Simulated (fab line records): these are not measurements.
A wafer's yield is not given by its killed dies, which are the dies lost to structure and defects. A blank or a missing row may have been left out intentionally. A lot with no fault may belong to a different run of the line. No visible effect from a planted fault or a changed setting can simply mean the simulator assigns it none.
A single fault, viewed from 2 desks	flow berkeleyCmos170	only its own numbers are on each desk; what lay behind them is given at the end

== DESK OF THE TOOL OWNER: implanter-03 ==
The tool's own readings at UCB170_PWELL_IMPLANT_15, given as means over the sampled wafers that have a number, one for each lot that went through this tool. Marked OUT: a lot whose mean sits more than 4 standard deviations from the usual mean, which makes it out of limits; the brackets give that distance.
Columns: A = doseIonsCm2 at UCB170_PWELL_IMPLANT_15, usual 5.001e+12; B = endStationPressureTorr at UCB170_PWELL_IMPLANT_15, usual 5.02e-06 Torr; C = faradayCurrentUA at UCB170_PWELL_IMPLANT_15, usual 15.86; D = tiltDeg at UCB170_PWELL_IMPLANT_15, usual 7.003 degrees
lot	first seen here	A	B	C	D
L975	day 3 23:29	4.997e+12	5.02e-06	15.87	7.022
L978	day 4 14:52	4.998e+12	4.84e-06	15.88	6.984
L983	day 5 13:31	3.384e+12 (-99 or more) OUT	4.80e-06	10.66 (-17) OUT	6.993
L984	day 5 18:07	3.384e+12 (-99 or more) OUT	5.23e-06	10.65 (-17) OUT	7.014
This desk's verdict: out of limits on L983, L984, starting with L983 at day 5 13:31 (doseIonsCm2 at UCB170_PWELL_IMPLANT_15). L975, L978: within limits.

== FROM THE METROLOGY DESK ==
Means of the sampled wafers that have a number, per lot and without regard to the tool the lot ran on: this is what the gauges read. Marked OUT: a lot whose mean sits more than 4 standard deviations from the usual mean, which makes it out of limits; the brackets give that distance.
Columns: A = PWELL_TW at UCB170_PWELL_TW_MEAS_17, usual 377
lot	first seen here	A
L971	day 3 07:38	381
L970	day 3 07:55	371
L973	day 3 12:01	374
L975	day 3 23:43	372
L977	day 4 14:50	375
L978	day 4 15:06	384
L983	day 5 13:46	340 (-8.0) OUT
L984	day 5 18:20	339 (-8.3) OUT
L985	day 5 21:49	372
L988	day 6 09:19	381
L987	day 6 15:49	370
L990	day 6 23:57	372
L989	day 7 00:08	374
L993	day 7 20:47	377
This desk reports L983, L984 out of limits; the earliest was L983 at day 5 13:46 (PWELL_TW at UCB170_PWELL_TW_MEAS_17). L971, L970, L973, L975, L977, L978, L985, L988, L987, L990, L989, L993: within limits.

== ALL TOGETHER ==
An alarm could have come from the tool owner's desk at day 5 13:31, on L983, L984.
An alarm was possible from the metrology desk at day 5 13:46, on L983, L984.
Every lot named ran UCB170_PWELL_IMPLANT_15 on implanter-03.

== WHAT THE SIMULATOR HAD INSERTED ==
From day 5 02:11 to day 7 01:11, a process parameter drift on implanter-03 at UCB170_PWELL_IMPLANT_15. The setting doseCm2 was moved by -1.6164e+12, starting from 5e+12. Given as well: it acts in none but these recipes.
Lots struck among those shown: L983, L984.
Counting hours from when the fault started, the first reading out of limits came at 11 for the tool owner's desk and at 12 for the metrology desk.
